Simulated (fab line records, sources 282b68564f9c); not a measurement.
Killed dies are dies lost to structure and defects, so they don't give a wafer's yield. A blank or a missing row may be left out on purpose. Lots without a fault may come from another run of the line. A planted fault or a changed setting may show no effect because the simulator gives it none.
fab line records | flow rit_cmos
record lots=15 wafers=45 last_day=7
route steps=202 shown NWELL@29 PWELL@49 M1@202
lots that met no fault: from a run of the same line without faults
start_h: hours from the record's first day to the start of the lot's first wafer shown | wait_h: hours since the lot's step before | " the same as in the row above | L1.1+2: a row that stands for several wafers | - no value, or no start given | * or withheld: withheld | < > ~ a bound
route shown NAME@n: a module of which the file shows steps, and the number in the route of the first | usual: mean/standard deviation of fault-free wafers | same: alike in all rows | chamber/n: place in a boat | sites: the reading at each site | _std_site: their standard deviation | _edge_site: outer sites' mean less inner sites' | radius_mm: how far each site lies from the wafer's centre | mask NAME#n: copy n | behind: the tool/chamber that last shaped the wafer | hold: why the lot was held/for how many hours/how that ended | device: the transistor (n, p or np) that didn't switch | end of line: the same wafers' tests at the end of the route | a step without rows: its recipe alone | killed: dies lost to structure and defects at the first sort, not the wafer's yield | map: a wafer's dies, x killed, . not, _ none there
set.NAME: the setting as run; set.NAME@STEP: as run at that earlier step | model.NAME: the simulator's own value behind a step, which no gauge read
steps of the route over a sample of lots; a table a step, a row a wafer
## steps
# step RIT_NWELL_COAT_01
# recipe resist=NOVOLAK spin_rpm=2000 resist_thk_nm=1300
# usual chill_plate_temp_C=23.02/0.099 dispense_pressure_kPa=49.9/0.57
# columns lot.wafer tool chamber start_h wait_h chill_plate_temp_C dispense_pressure_kPa
L645.1 litho_track-01 0 20.67 0.1 22.93 50.6
L645.4 " 0 " " 22.94 50.6
L645.5 " 0 " " 22.83 50.6
L646.1 litho_track-02 0 29.85 0.1 23.02 50.1
L646.2 " 0 " " 23.05 50.0
L646.4 " 0 " " 23.11 50.1
L647.1 litho_track-02 0 33.83 0.1 22.95 50.1
L647.2 " 0 " " 23.16 50.1
L647.3 " 0 " " 22.97 50.0
L648.2 litho_track-01 0 37.73 0.1 23.11 50.5
L648.3 " 0 " " 22.97 50.5
L648.5 " 0 " " 23.00 50.5
L649.1 litho_track-02 0 47.05 0.1 23.12 50.0
L649.3 " 0 " " 22.84 50.1
L649.6 " 0 " " 22.92 50.1
L650.4 litho_track-02 0 50.08 0.1 23.02 50.1
L650.5 " 0 " " 22.81 50.1
L650.6 " 0 " " 22.95 50.1
L651.1 litho_track-02 - 54.36 0.1 - -
L651.4 " - " " - -
L651.6 " - " " - -
L652.3 litho_track-04 - 58.27 0.1 - -
L652.5 " - " " - -
L652.6 " - " " - -
L653.3 litho_track-01 - 63.70 0.1 - -
L653.5 " - " " - -
L653.6 " - " " - -
L661.1 litho_track-04 0 102.97 0.1 22.94 49.1
L661.3 " 0 " " 23.11 49.1
L661.5 " 0 " " 23.04 49.0
L663.1 litho_track-04 0 112.43 0.1 23.00 49.0
L663.2 " 0 " " 23.17 49.1
L663.5 " 0 " " 23.01 49.1
L664.1 litho_track-04 0 116.19 0.1 22.93 49.1
L664.4 " 0 " " 22.92 49.1
L664.5 " 0 " " 23.03 49.1
L665.3 litho_track-02 0 123.16 0.1 23.14 50.0
L665.4 " 0 " " 23.10 50.0
L665.6 " 0 " " 23.11 50.0
L666.1 litho_track-01 0 126.94 0.1 23.17 50.5
L666.5 " 0 " " 23.02 50.5
L666.6 " 0 " " 23.07 50.4
L667.3 litho_track-02 0 132.34 0.1 23.10 50.0
L667.4 " 0 " " 23.13 50.0
L667.6 " 0 " " 23.02 50.1
# step RIT_NWELL_OVL_MEAS_06
# usual NWELL_OVL=-0.9/1.4
# columns lot.wafer tool chamber start_h wait_h NWELL_OVL[nm]
L645.1 overlay-01 - 21.66 - -2.3
L645.4 " - " " -2.6
L645.5 " - " " -1.8
L646.1 overlay-02 - 30.58 - -0.6
L646.2 " - " " -0.9
L646.4 " - " " -1.1
L647.1 overlay-02 - 34.64 - -1.8
L647.2 " - " " 0.6
L647.3 " - " " -1.2
L648.2 overlay-01 - 38.44 - -1.4
L648.3 " - " " -1.9
L648.5 " - " " -1.4
L649.1 overlay-01 - 47.90 - -3.3
L649.3 " - " " -3.6
L649.6 " - " " -0.7
L650.4 overlay-02 - 50.88 - 0.0
L650.5 " - " " -2.9
L650.6 " - " " -2.1
L651.1 overlay-02 - 55.09 - -
L651.4 " - " " -
L651.6 " - " " -
L652.3 overlay-02 - 59.09 - -
L652.5 " - " " -
L652.6 " - " " -
L653.3 overlay-02 - 64.52 - -
L653.5 " - " " -
L653.6 " - " " -
L661.1 overlay-02 - 103.97 - 1.2
L661.3 " - " " 0.1
L661.5 " - " " -0.7
L663.1 overlay-01 - 113.28 - 0.4
L663.2 " - " " -0.1
L663.5 " - " " -0.7
L664.1 overlay-02 - 117.05 - -1.4
L664.4 " - " " 0.0
L664.5 " - " " -1.2
L665.3 overlay-02 - 123.86 - 1.8
L665.4 " - " " 0.8
L665.6 " - " " 2.8
L666.1 overlay-02 - 127.83 - -0.4
L666.5 " - " " -1.4
L666.6 " - " " -0.7
L667.3 overlay-02 - 133.16 - -0.6
L667.4 " - " " 1.3
L667.6 " - " " 1.4
# step RIT_PWELL_TW_MEAS_10
# usual PWELL_TW=961/5.9
# columns lot.wafer tool chamber start_h wait_h PWELL_TW
L645.1 film_metro-04 - 23.90 0.1 952
L645.4 " - " " 957
L645.5 " - " " 959
L646.1 film_metro-04 - 32.87 0.1 957
L646.2 " - " " 962
L646.4 " - " " 954
L647.1 film_metro-04 - 36.80 0.1 963
L647.2 " - " " 960
L647.3 " - " " 965
L648.2 film_metro-04 - 40.94 0.1 962
L648.3 " - " " 961
L648.5 " - " " 961
L649.1 film_metro-02 - 50.19 0.1 956
L649.3 " - " " 959
L649.6 " - " " 961
L650.4 film_metro-04 - 53.18 0.1 967
L650.5 " - " " 964
L650.6 " - " " 968
L651.1 film_metro-04 - 57.38 0.1 2230
L651.4 " - " " 2233
L651.6 " - " " 2222
L652.3 film_metro-02 - 61.38 0.1 2198
L652.5 " - " " 2193
L652.6 " - " " 2193
L653.3 film_metro-04 - 66.69 0.1 2226
L653.5 " - " " 2223
L653.6 " - " " 2235
L661.1 film_metro-02 - 106.13 0.1 955
L661.3 " - " " 957
L661.5 " - " " 954
L663.1 film_metro-04 - 115.57 0.1 960
L663.2 " - " " 960
L663.5 " - " " 964
L664.1 film_metro-02 - 119.21 0.1 954
L664.4 " - " " 953
L664.5 " - " " 960
L665.3 film_metro-04 - 126.18 0.1 962
L665.4 " - " " 967
L665.6 " - " " 960
L666.1 film_metro-04 - 130.12 0.1 967
L666.5 " - " " 967
L666.6 " - " " 959
L667.3 film_metro-02 - 135.51 0.1 953
L667.4 " - " " 960
L667.6 " - " " 952
# step RIT_M1_PROBE_99
# usual killed_at_contacts=0.0/0.23 killed_at_front_end=7/3.1 killed_dies=7/3.1 killed_on_rim=1.8/1.3 killed_open=3.3/2 killed_short=3.5/1.9
# same gross_dies=264 killed_at_M0_to_M3=0 killed_at_M4_up=0 killed_at_back_side=0 killed_at_other=0
# columns lot.wafer tool chamber start_h wait_h killed_at_contacts killed_at_front_end killed_dies killed_on_rim killed_open killed_short
L651.1 prober-02 - 96.97 0.1 0 264 264 70 4 1
L651.4 prober-02 - 97.12 0.2 0 264 264 70 4 5
L651.6 prober-02 - 97.22 0.2 0 264 264 70 4 6
L652.3 prober-01 - 104.30 0.2 0 264 264 70 3 5
L652.5 prober-01 - 104.40 0.2 0 264 264 70 2 2
L652.6 prober-01 - 104.45 0.2 0 264 264 70 8 3
L653.3 prober-02 - 105.80 0.2 0 264 264 70 5 2
L653.5 prober-02 - 105.90 0.2 0 264 264 70 4 3
L653.6 prober-02 - 105.95 0.2 0 264 264 70 0 5
L661.1 prober-02 - 143.60 0.1 0 9 9 3 5 3
L661.3 prober-02 - 143.70 0.2 0 4 4 2 2 2
L661.5 prober-02 - 143.80 0.2 0 14 14 3 8 6
L665.3 prober-02 - 161.64 0.2 0 8 8 3 6 2
L665.4 prober-02 - 161.69 0.2 0 7 7 0 1 6
L665.6 prober-02 - 161.79 0.2 0 1 1 0 0 1
# killed by level:class
L651.1 NWELL:area_expose=259 GATE:geometric_particle:open=2 SILICIDE:geometric_particle:open=2 REOX:geometric_particle:short=1
L651.4 NWELL:area_expose=255 GATE:geometric_particle:open=2 SPACER:geometric_particle:open=2 FOX1:geometric_particle:short=1 FOX2:geometric_particle:short=1 GATE:geometric_particle:short=1 SPACER:geometric_particle:short=1 SILICIDE:geometric_particle:short=1
L651.6 NWELL:area_expose=254 SPACER:geometric_particle:short=2 FOX1:geometric_particle:open=1 FOX1:geometric_particle:short=1 GATE:geometric_particle:open=1 GATE:geometric_particle:short=1 REOX:geometric_particle:short=1 SPACER:geometric_particle:open=1
L652.3 NWELL:area_expose=256 FOX1:geometric_particle:short=2 GATE:geometric_particle:short=2 FOX1:geometric_particle:open=1 FOX2:geometric_particle:open=1 REOX:geometric_particle:short=1 REOX:geometric_particle:open=1
L652.5 NWELL:area_expose=260 FOX1:geometric_particle:short=1 GATE:geometric_particle:open=1 REOX:geometric_particle:open=1 SPACER:geometric_particle:short=1
L652.6 NWELL:area_expose=253 FOX1:geometric_particle:open=4 GATE:geometric_particle:open=3 REOX:geometric_particle:short=2 GATE:geometric_particle:short=1 SILICIDE:geometric_particle:open=1
L653.3 NWELL:area_expose=257 GATE:geometric_particle:open=3 FOX1:geometric_particle:open=1 REOX:geometric_particle:open=1 SPACER:geometric_particle:short=1 SILICIDE:geometric_particle:short=1
L653.5 NWELL:area_expose=257 REOX:geometric_particle:open=3 GATE:geometric_particle:short=1 REOX:geometric_particle:short=1 SILICIDE:geometric_particle:short=1 SILICIDE:geometric_particle:open=1
L653.6 NWELL:area_expose=259 REOX:geometric_particle:short=3 GATE:geometric_particle:short=2
L661.1 FOX1:geometric_particle:open=4 FOX1:geometric_particle:short=1 FOX2:geometric_particle:short=1 GATE:geometric_particle:open=1 REOX:geometric_particle:short=1 PLDD:coat_microbubble_printed=1
L661.3 FOX2:geometric_particle:open=1 GATE:geometric_particle:short=1 GATE:geometric_particle:open=1 SILICIDE:geometric_particle:short=1
L661.5 GATE:geometric_particle:open=8 GATE:geometric_particle:short=3 SILICIDE:geometric_particle:short=3
L665.3 SPACER:geometric_particle:open=3 REOX:geometric_particle:open=2 FOX2:geometric_particle:short=1 REOX:geometric_particle:short=1 SILICIDE:geometric_particle:open=1
L665.4 GATE:geometric_particle:short=3 REOX:geometric_particle:short=2 REOX:geometric_particle:open=1 SILICIDE:geometric_particle:short=1
L665.6 GATE:geometric_particle:short=1
## key
first_sign step=RIT_NWELL_COAT_01 reading=tool_record direction=missing
effect step=RIT_NWELL_OVL_MEAS_06 reading=NWELL_OVL direction=missing
effect step=RIT_PWELL_TW_MEAS_10 reading=PWELL_TW direction=up sigmas=99+ usual=961 struck=2217
effect step=RIT_M1_PROBE_99 reading=killed_dies direction=up sigmas=84 usual=7 struck=264
more_kills_born_at RIT_NWELL_EXPOSE_03@iline_stepper-02=1541 RIT_NWELL_EXPOSE_03@iline_stepper-01=769
met_at RIT_NWELL_COAT_01
struck_lots L651,L652,L653
tester_left_out L651,L652,L653
onset_between 50.08 54.36
fault kind=skipped_step_whole tool=litho_track-01,litho_track-02,litho_track-04 chamber=- onset_h=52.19 steps=RIT_NWELL_COAT_01 scope=struck_lots_only
# tester_left_out: of these lots the tester's yield and bins aren't shown, on N5 and GAA mostly nor the transistor test; their killed dies are dies lost to structure and defects alone, not to doping, threshold or leakage, so they don't give the yield
